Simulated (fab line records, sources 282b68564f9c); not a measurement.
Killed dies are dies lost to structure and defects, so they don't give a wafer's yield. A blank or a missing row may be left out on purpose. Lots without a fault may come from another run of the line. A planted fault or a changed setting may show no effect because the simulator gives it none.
fab line records | flow rit_cmos
record lots=7 wafers=21 last_day=6
route steps=202 shown GATE@94 REOX@98 NLDD@103 M1@202
lots that met no fault: from a run of the same line without faults
start_h: hours from the record's first day to the start of the lot's first wafer shown | wait_h: hours since the lot's step before | " the same as in the row above | L1.1+2: a row that stands for several wafers | - no value, or no start given | * or withheld: withheld | < > ~ a bound
route shown NAME@n: a module of which the file shows steps, and the number in the route of the first | usual: mean/standard deviation of fault-free wafers | same: alike in all rows | chamber/n: place in a boat | sites: the reading at each site | _std_site: their standard deviation | _edge_site: outer sites' mean less inner sites' | radius_mm: how far each site lies from the wafer's centre | mask NAME#n: copy n | behind: the tool/chamber that last shaped the wafer | hold: why the lot was held/for how many hours/how that ended | device: the transistor (n, p or np) that didn't switch | end of line: the same wafers' tests at the end of the route | a step without rows: its recipe alone | killed: dies lost to structure and defects at the first sort, not the wafer's yield | map: a wafer's dies, x killed, . not, _ none there
set.NAME: the setting as run; set.NAME@STEP: as run at that earlier step | model.NAME: the simulator's own value behind a step, which no gauge read
lots at some steps of the route; a table a step, a row a wafer
services: from which hour (start_h, from the record's first day; less than 0 if before it) a tool's chamber was out of use, for how many hours, and why
## steps
# step RIT_GATE_HARDBAKE_18
# recipe resist=NOVOLAK temp_c=140 time_s=60
# step RIT_GATE_ETCH_19
# recipe chemistry=SF6/CHF3/O2 time_s=165 SF6_flow_sccm=30 CHF3_flow_sccm=30 O2_flow_sccm=5 target=poly-Si pressure_mtorr=40 rf_w=160 target_depth_a=3125 over_etch_frac=0.25 stop_on=SiO2
# usual SF6_flow_sccm=30.01/0.095 drypump_motor_current_A=5.7/0.46 oes_product_au=0.849/0.015 throttle_valve_pct=10.15/0.13
# columns lot.wafer tool chamber start_h wait_h SF6_flow_sccm drypump_motor_current_A oes_product_au rf_hours_counter_h throttle_valve_pct
L766.4 rie_si-01 2 53.59 0.1 29.87 6.2 0.840 94 9.96
L766.5 " 1 " " 29.99 5.9 0.863 - 10.28
L766.6 " 2 " " 29.98 6.3 0.846 - 9.94
L772.1 rie_si-02 1 77.94 0.1 29.96 5.9 0.811 151 10.34
L772.2 " 3 " " 30.07 4.7 0.861 87 10.21
L772.5 " 3 " " 30.12 4.7 0.854 - 10.21
L775.1 rie_si-02 3 92.05 0.1 29.96 4.7 0.862 87 10.23
L775.5 " 2 " " 30.15 5.8 0.846 - 10.15
L775.6 " 1 " " 29.94 5.9 0.826 - 10.35
L774.2 rie_si-01 0 92.29 0.1 29.93 5.6 0.847 28 10.12
L774.3 " 3 " " 29.93 5.7 0.831 119 9.98
L774.5 " 1 " " 29.99 5.9 0.850 - 10.28
L776.2 rie_si-02 1 95.49 0.1 30.03 5.8 0.828 151 10.34
L776.4 " 2 " " 30.14 5.8 0.839 - 10.14
L776.6 " 1 " " 30.05 5.9 0.828 - 10.35
L777.1 rie_si-01 0 102.66 0.1 29.83 5.6 0.855 28 10.11
L777.3 " 3 " " 30.01 5.7 0.834 119 9.98
L777.5 " 0 " " 29.86 5.6 0.856 - 10.12
L781.2 rie_si-01 2 121.34 0.1 29.97 6.2 0.845 95 9.95
L781.3 " 0 " " 30.18 5.6 0.854 28 10.09
L781.6 " 0 " " 30.19 5.6 0.856 - 10.12
# step RIT_GATE_STRIP_20
# recipe chemistry=O2 time_s=180 resist=NOVOLAK platen_temp_c=withheld power_w=500 pressure_mtorr=4000 o2_flow_sccm=4000
# usual drypump_motor_current_A=5.8/0.51
# columns lot.wafer tool chamber start_h wait_h drypump_motor_current_A rf_hours_counter_h
L766.4 plasma_asher-01 0 53.75 0.1 5.5 -
L766.5 " 1 " " 5.2 -
L766.6 " 0 " " 5.5 -
L772.1 plasma_asher-02 1 78.05 0.1 5.5 43
L772.2 " 0 " " 5.6 43
L772.5 " 0 " " 5.6 -
L775.1 plasma_asher-03 0 92.15 0.1 6.0 47
L775.5 " 0 " " 5.9 -
L775.6 " 1 " " 6.7 -
L774.2 plasma_asher-01 0 92.40 0.1 5.5 41
L774.3 " 0 " " 5.5 -
L774.5 " 0 " " 5.5 -
L776.2 plasma_asher-03 0 95.60 0.1 5.9 47
L776.4 " 0 " " 5.9 -
L776.6 " 1 " " 6.7 -
L777.1 plasma_asher-02 0 102.77 0.1 5.6 46
L777.3 " 0 " " 5.6 -
L777.5 " 0 " " 5.6 -
L781.2 plasma_asher-03 0 121.45 0.1 5.9 0
L781.3 " 0 " " 5.9 -
L781.6 " 1 " " 6.7 -
# step RIT_GATE_CD_MEAS_90
# recipe target_cd_nm=150
# usual cd_nm=150.1/2.6
# columns lot.wafer tool chamber start_h wait_h cd_nm
L766.4 cd_sem-02 - 53.93 0.1 150.1
L766.5 " - " " 148.2
L766.6 " - " " 151.1
L772.1 cd_sem-01 - 78.22 0.1 149.0
L772.2 " - " " 148.5
L772.5 " - " " 148.1
L775.1 cd_sem-01 - 92.33 0.1 149.4
L775.5 " - " " 148.6
L775.6 " - " " 149.7
L774.2 cd_sem-02 - 92.59 0.1 147.6
L774.3 " - " " 145.6
L774.5 " - " " 149.5
L776.2 cd_sem-02 - 95.80 0.1 151.1
L776.4 " - " " 150.6
L776.6 " - " " 151.3
L777.1 cd_sem-02 - 102.94 0.1 150.7
L777.3 " - " " 153.4
L777.5 " - " " 153.0
L781.2 cd_sem-01 - 121.64 0.1 150.3
L781.3 " - " " 150.1
L781.6 " - " " 151.3
# step RIT_REOX_CLEAN_00
# recipe chemistry=SC1 mix=3:3:50 time_s=600 temp_c=75
# step RIT_REOX_CLEAN_01
# recipe chemistry=dHF dilution=50:1 time_s=30
# step RIT_REOX_CLEAN_02
# recipe chemistry=SC2 mix=3:3:50 time_s=600 temp_c=75 dry=n2_spin
# step RIT_REOX_OXIDATION_03
# recipe temp_c=900 ambient=O2 target_thk_a=252 ox_time_s=5580
# step RIT_REOX_THK_MEAS_04
# recipe reads=SiO2_of_REOX_OXIDATION_03
# usual REOX_OXIDE_THK=25.0/0.49
# columns lot.wafer tool chamber start_h wait_h REOX_OXIDE_THK[nm]
L766.4 film_metro-04 - 57.57 0.0 25.7
L766.5 " - " " 25.6
L766.6 " - " " 25.6
L772.1 film_metro-03 - 82.19 0.0 25.1
L772.2 " - " " 24.8
L772.5 " - " " 25.2
L775.1 film_metro-02 - 95.38 0.0 24.2
L775.5 " - " " 24.6
L775.6 " - " " 25.4
L774.2 film_metro-03 - 96.24 0.0 24.4
L774.3 " - " " 24.6
L774.5 " - " " 24.8
L776.2 film_metro-03 - 100.79 0.0 25.1
L776.4 " - " " 24.9
L776.6 " - " " 25.3
L777.1 film_metro-02 - 105.98 0.0 25.4
L777.3 " - " " 25.5
L777.5 " - " " 25.4
L781.2 film_metro-02 - 124.67 0.0 25.1
L781.3 " - " " 25.1
L781.6 " - " " 25.0
# step RIT_NLDD_HMDS_00
# recipe prime_time_s=60 prime_temp_c=140
# step RIT_NLDD_COAT_01
# recipe resist=NOVOLAK spin_rpm=3250 resist_thk_nm=1000
# step RIT_NLDD_SOFTBAKE_02
# recipe resist=NOVOLAK temp_c=90 time_s=60
# step RIT_NLDD_EXPOSE_03
# recipe mask_id=M7 na=0.57 target_cd_nm=40700 dose_mj=250
# usual reticle_temp_C=23.00/0.12
# columns lot.wafer tool chamber start_h wait_h mask reticle_temp_C model.NLDD.overlay_x_nm
L766.4 iline_stepper-01 0 58.47 0.5 M7#0 22.91 -1.007
L766.5 " 0 " " M7#0 22.79 -1.007
L766.6 " 0 " " M7#0 22.92 -1.007
L772.1 iline_stepper-01 0 82.88 0.2 M7#0 23.02 0.726
L772.2 " 0 " " M7#0 22.85 0.726
L772.5 " 0 " " M7#0 23.02 0.726
L775.1 iline_stepper-02 0 95.89 0.1 M7#0 23.04 -0.2038
L775.5 " 0 " " M7#0 23.09 -0.2038
L775.6 " 0 " " M7#0 22.87 -0.2038
L774.2 iline_stepper-01 0 96.89 0.2 M7#0 22.97 -299.7
L774.3 " 0 " " M7#0 22.90 -299.7
L774.5 " 0 " " M7#0 23.07 -299.7
L776.2 iline_stepper-01 0 101.31 0.1 M7#0 22.87 -301.7
L776.4 " 0 " " M7#0 22.96 -301.7
L776.6 " 0 " " M7#0 23.05 -301.7
L777.1 iline_stepper-01 0 106.49 0.1 M7#0 23.06 -298.7
L777.3 " 0 " " M7#0 23.09 -298.7
L777.5 " 0 " " M7#0 22.87 -298.7
L781.2 iline_stepper-02 0 125.33 0.2 M7#0 23.07 -2.997
L781.3 " 0 " " M7#0 23.15 -2.997
L781.6 " 0 " " M7#0 23.16 -2.997
# step RIT_NLDD_PEB_04
# recipe resist=NOVOLAK temp_c=withheld time_s=withheld
# step RIT_NLDD_DEVELOP_05
# recipe resist=NOVOLAK develop_time_s=50 dev_temp_c=23
# step RIT_NLDD_OVL_MEAS_06
# usual NLDD_OVL=-0.4/1.7
# columns lot.wafer tool chamber start_h wait_h NLDD_OVL[nm]
L766.4 overlay-02 - 58.83 - -0.2
L766.5 " - " " -1.3
L766.6 " - " " -0.4
L772.1 overlay-01 - 83.30 - -1.3
L772.2 " - " " -1.2
L772.5 " - " " -0.6
L775.1 overlay-02 - 96.29 - -0.4
L775.5 " - " " -1.3
L775.6 " - " " -1.1
L774.2 overlay-01 - 97.28 - -298.2
L774.3 " - " " -297.0
L774.5 " - " " -297.4
L776.2 overlay-02 - 101.69 - -301.7
L776.4 " - " " -301.7
L776.6 " - " " -301.2
L777.1 overlay-01 - 106.89 - -299.3
L777.3 " - " " -297.1
L777.5 " - " " -299.2
L781.2 overlay-02 - 125.72 - -0.9
L781.3 " - " " -1.1
L781.6 " - " " -1.1
# step RIT_NLDD_HARDBAKE_07
# recipe resist=NOVOLAK temp_c=140 time_s=60
# step RIT_M1_PROBE_99
# usual killed_at_contacts=0.0/0.18 killed_at_front_end=7/3 killed_dies=7/3 killed_on_rim=2/1.4 killed_open=3.6/1.9 killed_short=3.2/1.8
# same gross_dies=264 killed_at_M0_to_M3=0 killed_at_M4_up=0 killed_at_back_side=0 killed_at_other=0
# columns lot.wafer tool chamber start_h wait_h killed_at_contacts killed_at_front_end killed_dies killed_on_rim killed_open killed_short model.etest.nldd.width_nm model.etest.nldd.line_ohm_um
L766.4 prober-02 - 76.03 0.2 0 6 6 2 2 4 3186 123.1
L766.5 prober-02 - 76.08 0.2 0 10 10 2 6 4 3186 123.2
L766.6 prober-02 - 76.13 0.2 0 4 4 0 2 2 3174 120.4
L772.1 prober-01 - 98.67 0.1 0 14 14 5 7 7 3182 114.5
L772.2 prober-01 - 98.72 0.1 0 8 8 2 5 3 3173 113.6
L772.5 prober-01 - 98.87 0.2 0 5 5 3 1 4 3171 117.8
L775.1 prober-01 - 112.01 0.1 0 11 11 5 5 6 3218 111.3
L775.5 prober-01 - 112.21 0.2 0 7 7 1 3 4 3194 113.5
L775.6 prober-01 - 112.26 0.2 0 7 7 0 3 4 3199 120.2
L774.2 prober-02 - 114.10 0.1 0 14 14 6 7 7 2976 123.8
L774.3 prober-02 - 114.15 0.2 0 8 8 3 4 4 2974 125
L774.5 prober-02 - 114.25 0.2 0 9 9 4 6 3 2968 126.9
L776.2 prober-01 - 117.53 0.1 0 5 5 2 3 2 2967 127.2
L776.4 prober-01 - 117.63 0.2 0 7 7 2 5 2 2960 126.5
L776.6 prober-01 - 117.73 0.2 1 6 7 1 2 5 2962 129.4
L777.1 prober-02 - 122.60 0.1 0 7 7 1 3 4 2928 131.5
L777.3 prober-02 - 122.70 0.2 0 5 5 2 3 2 2967 134
L777.5 prober-02 - 122.80 0.2 0 16 16 4 6 10 2946 134.8
L781.2 prober-02 - 141.22 0.1 0 5 5 2 3 2 3178 123.9
L781.3 prober-02 - 141.27 0.2 0 3 3 1 0 3 3196 121.5
L781.6 prober-02 - 141.42 0.2 0 11 11 2 3 8 3190 122.6
# killed by level:class
L766.4 FOX1:geometric_particle:short=1 FOX1:geometric_particle:open=1 GATE:geometric_particle:short=1 REOX:geometric_particle:short=1 SPACER:geometric_particle:short=1 SPACER:geometric_particle:open=1
L766.5 FOX1:geometric_particle:open=2 GATE:geometric_particle:open=2 SILICIDE:geometric_particle:short=2 GATE:geometric_particle:short=1 REOX:geometric_particle:open=1 REOX:geometric_particle:short=1 SILICIDE:geometric_particle:open=1
L766.6 GATE:geometric_particle:open=2 FOX1:geometric_particle:short=1 REOX:geometric_particle:short=1
L772.1 GATE:geometric_particle:open=4 SPACER:geometric_particle:short=3 GATE:geometric_particle:short=2 SPACER:geometric_particle:open=2 REOX:geometric_particle:short=1 SILICIDE:geometric_particle:open=1 SILICIDE:geometric_particle:short=1
L772.2 FOX1:geometric_particle:open=3 SPACER:geometric_particle:short=2 FOX1:geometric_particle:short=1 GATE:geometric_particle:open=1 SPACER:geometric_particle:open=1
L772.5 SILICIDE:geometric_particle:short=3 FOX2:geometric_particle:short=1 SPACER:geometric_particle:open=1
L775.1 FOX2:geometric_particle:short=3 GATE:geometric_particle:short=3 GATE:geometric_particle:open=3 REOX:geometric_particle:open=1 SILICIDE:geometric_particle:open=1
L775.5 GATE:geometric_particle:short=3 GATE:geometric_particle:open=2 REOX:geometric_particle:open=1 SILICIDE:geometric_particle:short=1
L775.6 GATE:geometric_particle:short=2 GATE:geometric_particle:open=2 SILICIDE:geometric_particle:short=2 REOX:geometric_particle:open=1
L774.2 GATE:geometric_particle:short=4 GATE:geometric_particle:open=2 REOX:geometric_particle:open=2 SPACER:geometric_particle:short=2 FOX1:geometric_particle:open=1 FOX2:geometric_particle:open=1 SPACER:geometric_particle:open=1 STARTING-WAFER:geometric_particle:short=1
L774.3 GATE:geometric_particle:short=2 FOX1:geometric_particle:open=1 FOX2:geometric_particle:open=1 GATE:geometric_particle:open=1 REOX:geometric_particle:short=1 REOX:geometric_particle:open=1 SILICIDE:geometric_particle:short=1
L774.5 REOX:geometric_particle:open=2 REOX:geometric_particle:short=2 SPACER:geometric_particle:open=2 GATE:geometric_particle:open=1 GATE:geometric_particle:short=1 SILICIDE:geometric_particle:open=1
L776.2 GATE:geometric_particle:short=2 GATE:geometric_particle:open=2 SPACER:geometric_particle:open=1
L776.4 FOX1:geometric_particle:open=2 GATE:geometric_particle:open=2 FOX1:geometric_particle:short=1 GATE:geometric_particle:short=1 SPACER:geometric_particle:open=1
L776.6 GATE:geometric_particle:short=2 SILICIDE:geometric_particle:open=2 SPACER:geometric_particle:short=1 SILICIDE:geometric_particle:short=1 CONTACT:geometric_particle:short=1
L777.1 GATE:geometric_particle:short=3 FOX1:geometric_particle:open=2 FOX1:geometric_particle:short=1 REOX:geometric_particle:open=1
L777.3 SPACER:geometric_particle:open=2 GATE:geometric_particle:open=1 GATE:geometric_particle:short=1 SILICIDE:geometric_particle:short=1
L777.5 GATE:geometric_particle:short=6 GATE:geometric_particle:open=2 REOX:geometric_particle:short=2 SPACER:geometric_particle:open=2 FOX1:geometric_particle:short=1 REOX:geometric_particle:open=1 SPACER:geometric_particle:short=1 SILICIDE:geometric_particle:open=1
L781.2 GATE:geometric_particle:short=2 SILICIDE:geometric_particle:open=2 GATE:geometric_particle:open=1
L781.3 REOX:geometric_particle:short=2 GATE:geometric_particle:short=1
L781.6 GATE:geometric_particle:short=3 FOX2:geometric_particle:short=2 SILICIDE:geometric_particle:open=2 FOX1:geometric_particle:short=1 SPACER:geometric_particle:open=1 SPACER:geometric_particle:short=1 SILICIDE:geometric_particle:short=1
## services
# columns tool chamber start_h hours kind
rie_si-02 2 33.89 4.1 repair
rie_si-01 - 55.05 0.1 repair
iline_stepper-01 - 75.29 1.7 pm
rie_si-02 0 94.99 - clean
rie_si-02 0 94.99 17.5 scheduled_down
rie_si-02 0 94.99 17.5 vent_cycle
plasma_asher-03 - 108.75 9.0 pm
plasma_asher-03 0 108.75 9.0 vent_cycle
plasma_asher-03 1 108.75 9.0 vent_cycle
rie_si-02 1 112.48 - clean
rie_si-02 1 112.48 22.1 scheduled_down
rie_si-02 1 112.48 22.1 vent_cycle
plasma_asher-03 0 117.75 - clean
plasma_asher-03 1 117.75 - clean
## key
first_sign step=RIT_NLDD_OVL_MEAS_06 reading=NLDD_OVL direction=down sigmas=99+ usual=-0.4 struck=-299.2
effect none on later readings
model_effect step=RIT_NLDD_EXPOSE_03 value=NLDD.overlay_x_nm without=-0.02472 struck=-300
model_effect step=RIT_M1_PROBE_99 value=etest.nldd.width_nm without=3181 struck=2961
met_at RIT_NLDD_EXPOSE_03
struck_wafers L774.2,L774.3,L774.5,L776.2,L776.4,L776.6,L777.1,L777.3,L777.5
tester_left_out L774,L776,L777
onset_between 82.88 96.89
fault kind=scanner_matching_overlay tool=iline_stepper-01 chamber=- onset_h=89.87 steps=RIT_NLDD_EXPOSE_03 offset=-300
# tester_left_out: of these lots the tester's yield and bins aren't shown, on N5 and GAA mostly nor the transistor test; their killed dies are dies lost to structure and defects alone, not to doping, threshold or leakage, so they don't give the yield
